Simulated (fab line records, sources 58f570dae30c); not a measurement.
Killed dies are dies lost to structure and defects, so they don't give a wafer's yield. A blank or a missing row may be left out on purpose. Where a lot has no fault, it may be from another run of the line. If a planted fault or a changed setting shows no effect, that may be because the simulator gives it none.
Chamber matching ; flow berkeley cmos170 ; rie diel-01 running UCB170_ZERO_ETCH_06: 4 sister chambers
The step etches SiO2 in CHF3/CF4/Ar, time 12 s. 16 wafers are shown with their chamber, then 8 later ones without.

## EACH WAFER AND ITS CHAMBER
wafer;chamber;throttle valve pct (%);drypump motor current A (A);oes product au (a.u.)
L594.1;1;9.44;5.49;0.605
L594.2;2;9.31;6.07;0.609
L594.4;3;9.22;5.68;0.622
L597.1;0;9.06;5.85;0.601
L597.2;1;9.43;5.49;0.604
L597.6;2;9.31;6.08;0.609
L598.2;3;9.22;5.76;0.625
L598.3;0;9.04;5.86;0.599
L598.6;3;9.23;5.71;0.612
L600.2;1;9.44;5.51;0.604
L600.4;0;9.07;5.86;0.604
L600.5;0;9.07;5.86;0.602
L601.1;3;9.23;5.73;0.613
L601.4;0;9.05;5.86;0.606
L601.5;0;9.06;5.87;0.596
L604.2;0;9.06;5.86;0.600

SIGNATURES (means of the wafers above)
reading;chamber 0;chamber 1;chamber 2;chamber 3;scatter within a chamber
throttle valve pct;9.0586;9.4367;9.3100;9.2250;0.00843
drypump motor current A;5.8600;5.4967;6.0750;5.7200;0.0181
oes product au;0.60114;0.60433;0.60900;0.61800;0.004
Rule: for each reading, subtract the chamber's mean from the wafer's reading, divide by that reading's scatter and square the result; add these up over the readings and take the root, which gives the wafer's distance from the chamber. If the next closest chamber is less than 2 further off than the closest, the wafer can't be placed; otherwise it belongs to the closest. The scatter: take each reading less its chamber's mean, square it, sum over the shown wafers, divide by the number of wafers less the number of chambers, and take the root.

## WAFERS WITH NO CHAMBER GIVEN
wafer;throttle valve pct (%);drypump motor current A (A);oes product au (a.u.)
L604.3;9.20;5.69;0.622
L604.5;9.06;5.84;0.603
L612.3;9.07;5.86;0.606
L612.5;9.06;5.85;0.610
L612.6;9.43;5.48;0.612
L614.2;9.23;5.72;0.624
L614.4;9.30;6.03;0.610
L614.6;9.32;6.05;0.614

## EACH ONE'S CHAMBER
wafer;from the rows above;in truth
L604.3;3;3
L604.5;0;0
L612.3;0;0
L612.5;0;0
L612.6;1;1
L614.2;3;3
L614.4;2;2
L614.6;2;2
Correct placement for 8 of the 8. From these rows, 0 cannot be placed. Placed wrongly: 0.
